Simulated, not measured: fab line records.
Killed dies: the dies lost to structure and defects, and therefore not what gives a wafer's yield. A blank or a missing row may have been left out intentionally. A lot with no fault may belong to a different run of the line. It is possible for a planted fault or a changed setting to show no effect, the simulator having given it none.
Which of the tools did it? -- flow berkeley-cmos170 -- 15 lots with 45 wafers sampled at 3 steps, on a route of 331 steps

WHAT THE GAUGES READ, wafer by wafer
UCB170_PWELL_OVL_MEAS_13. Usual: PWELL_OVL gives -2 nm (standard deviation 5.8).
lot,measured,on,PWELL_OVL (nm),flag
L155,day 3 10:13,overlay-01,9 -8 -4,
L157,day 4 02:37,overlay-01,-15 -9 -3,
L158,day 4 02:51,overlay-02,-6 -7 -1,
L160,day 4 10:58,overlay-02,-5 2 8,
L159,day 4 11:13,overlay-02,-4 -12 -6,
L161,day 4 18:38,overlay-01,11 9 10,
L163,day 5 02:21,overlay-02,-8 3 0,
L168,day 6 06:45,overlay-01,4 0 5,
L169,day 6 07:00,overlay-02,-2 -9 2,
L171,day 6 19:06,overlay-02,-5 -3 -4,
L173,day 7 10:07,overlay-02,-3 -7 -7,
L174,day 7 10:14,overlay-02,-4 1 -7,
L175,day 7 17:38,overlay-02,9 4 2,
L177,day 8 09:18,overlay-02,1 -4 -6,
L178,day 8 09:34,overlay-02,-7 2 -5,

UCB170_PFIELD_TW_MEAS_09. Usual: PFIELD_TW gives 602 (standard deviation 6.6).
lot,measured,on,PFIELD_TW,flag
L155,day 4 22:02,film-metro-01,599 600 600,
L157,day 5 16:56,film-metro-03,595 597 597,
L158,day 5 16:47,film-metro-03,596 597 595,
L160,day 6 03:14,film-metro-01,629 632 630,OFF
L159,day 6 02:54,film-metro-03,601 599 601,
L161,day 6 10:05,film-metro-04,640 643 642,OFF
L163,day 6 17:56,film-metro-03,625 626 623,OFF
L168,day 7 22:07,film-metro-03,597 597 596,
L169,day 7 22:11,film-metro-03,599 599 598,
L171,day 8 13:37,film-metro-03,597 593 594,
L173,day 9 03:04,film-metro-03,598 598 596,
L174,day 9 03:14,film-metro-01,605 606 608,
L175,day 9 12:37,film-metro-01,606 605 607,
L177,day 10 05:13,film-metro-03,597 597 594,
L178,day 10 04:46,film-metro-04,611 614 612,

EACH LOT AND THE TOOL THAT RAN IT (in order: tool; ch and the chambers of the sampled wafers; start)
lot,UCB170_PFIELD_IMPLANT_07
L155,"implanter-01 ch 0, day 4 21:49"
L157,"implanter-03 ch 0, day 5 16:41"
L158,"implanter-03 ch 0, day 5 16:32"
L160,"implanter-03 ch 0, day 6 03:01"
L159,"implanter-02 ch 0, day 6 02:41"
L161,"implanter-03 ch 0, day 6 09:50"
L163,"implanter-03 ch 0, day 6 17:42"
L168,"implanter-02 ch 0, day 7 21:53"
L169,"implanter-01 ch 0, day 7 21:58"
L171,"implanter-02 ch 0, day 8 13:23"
L173,"implanter-01 ch 0, day 9 02:49"
L174,"implanter-03 ch 0, day 9 02:59"
L175,"implanter-01 ch 0, day 9 12:22"
L177,"implanter-03 ch 0, day 10 05:00"
L178,"implanter-02 ch 0, day 10 04:31"
- UCB170_PFIELD_IMPLANT_07

AS READ BY THE TOOLS THEMSELVES (means over the sampled wafers that have a number; for cases with no such wafer, the mark the record gives instead)
UCB170_PFIELD_IMPLANT_07. Usual: dose-ions-cm2 2.0003e+13, standard deviation 2e+10; faraday-current-uA 63.2, standard deviation 1.3; tilt-deg 7.001 degrees, standard deviation 0.019.
lot,tool,dose-ions-cm2,faraday-current-uA,tilt-deg (degrees),flag
L155,implanter-01,2.0000e+13,65.6,7.004,
L157,implanter-03,2.0004e+13,63.6,7.018,
L158,implanter-03,1.9996e+13,64.0,6.994,
L160,implanter-03,2.3209e+13,73.4,7.030,OFF
L159,implanter-02,2.0005e+13,62.6,7.008,
L161,implanter-03,2.3202e+13,73.7,7.024,OFF
L163,implanter-03,2.3182e+13,74.8,7.010,OFF
L168,implanter-02,1.9995e+13,63.7,7.004,
L169,implanter-01,2.0001e+13,64.2,7.006,
L171,implanter-02,2.0016e+13,61.9,6.981,
L173,implanter-01,2.0007e+13,63.5,6.989,
L174,implanter-03,2.0039e+13,62.8,6.992,
L175,implanter-01,2.0008e+13,63.7,6.997,
L177,implanter-03,2.0005e+13,62.6,7.009,
L178,implanter-02,2.0007e+13,63.2,6.965,

THE ANSWER, worked out from the rows above alone
Rule: lot off if the mean of its wafers having a number is beyond 3 standard deviations from the usual mean. Also off: a lot with no number at a reading for which 4 or more lots have one. The other lots that the step has rows for count as sound. First the gauges in route order, then the tools' own readings, where a lot's mean is used as printed above. At the first step where some lot is off, the reading lying furthest off is the one used; lots without a number count as furthest.
Off: L160, L161, L163, at UCB170_PFIELD_TW_MEAS_09 (PFIELD_TW).
A tool fits if, at a process step before that reading, it ran every lot that is off, and no sound lot after the first of them. Not tried: the gauges at UCB170_PFIELD_TW_MEAS_09; whatever is off there is also off at UCB170_PFIELD_IMPLANT_07, on other tools, and gauge error can't account for it. Not one of the candidates tried fits.

WHAT THE SIMULATOR HAD PUT IN
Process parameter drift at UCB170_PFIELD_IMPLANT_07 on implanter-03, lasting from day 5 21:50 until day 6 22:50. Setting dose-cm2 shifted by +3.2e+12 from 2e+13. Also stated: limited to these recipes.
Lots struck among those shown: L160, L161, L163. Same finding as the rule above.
